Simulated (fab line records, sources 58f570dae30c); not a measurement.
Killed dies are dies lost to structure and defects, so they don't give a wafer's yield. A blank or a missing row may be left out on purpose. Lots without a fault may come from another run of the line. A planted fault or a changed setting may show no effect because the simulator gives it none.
Chamber matching | flow berkeley_cmos170 | UCB170_V1_CMP_02 on cmp-02: 4 sister chambers
The step polishes SiO2. 16 wafers are shown with their chamber, then 8 later ones without.

WAFERS WITH THEIR CHAMBER
wafer  | chamber | motor_current_A (A)
L693.3 | 0       | 14.2
L693.4 | 1       | 14.7
L693.6 | 2       | 16.4
L698.1 | 1       | 14.6
L698.2 | 0       | 14.6
L698.5 | 1       | 14.4
L700.2 | 1       | 14.0
L700.3 | 3       | 16.5
L700.5 | 2       | 16.2
L701.1 | 1       | 13.9
L701.2 | 3       | 16.9
L701.5 | 0       | 14.1
L713.1 | 2       | 15.5
L713.2 | 1       | 13.8
L713.6 | 3       | 17.5
L712.1 | 1       | 14.0

SIGNATURES (means of the wafers above)
reading         | chamber 0 | chamber 1 | chamber 2 | chamber 3 | scatter within a chamber
motor_current_A | 14.300    | 14.200    | 16.033    | 16.967    | 0.395
Rule: a wafer's distance from a chamber is the root of the sum, over the readings, of the square of ((its reading less the chamber's mean) divided by the reading's scatter). The wafer belongs to the nearest chamber; if the next one is less than 2 further off, it can't be placed. The scatter: the root of (the sum of the squares of (reading less its chamber's mean) over the shown wafers, divided by (wafers less chambers)).

WAFERS WITHOUT THEIR CHAMBER
wafer  | motor_current_A (A)
L712.3 | 15.7
L712.4 | 15.0
L714.1 | 16.4
L714.5 | 15.3
L714.6 | 17.7
L716.2 | 13.8
L716.4 | 17.0
L716.6 | 14.8

WHICH CHAMBER EACH WENT THROUGH
wafer  | from the rows above          | in truth
L712.3 | 2                            | 2
L712.4 | can't be placed: 0 or 1 or 2 | 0
L714.1 | can't be placed: 2 or 3      | 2
L714.5 | can't be placed: 2 or 0 or 1 | 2
L714.6 | 3                            | 3
L716.2 | can't be placed: 1 or 0      | 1
L716.4 | 3                            | 3
L716.6 | can't be placed: 0 or 1 or 2 | 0
Placed correctly: 3 of 8. Can't be placed from these rows: 5 (the true chamber is among the candidates in 5). Placed wrongly: 0.
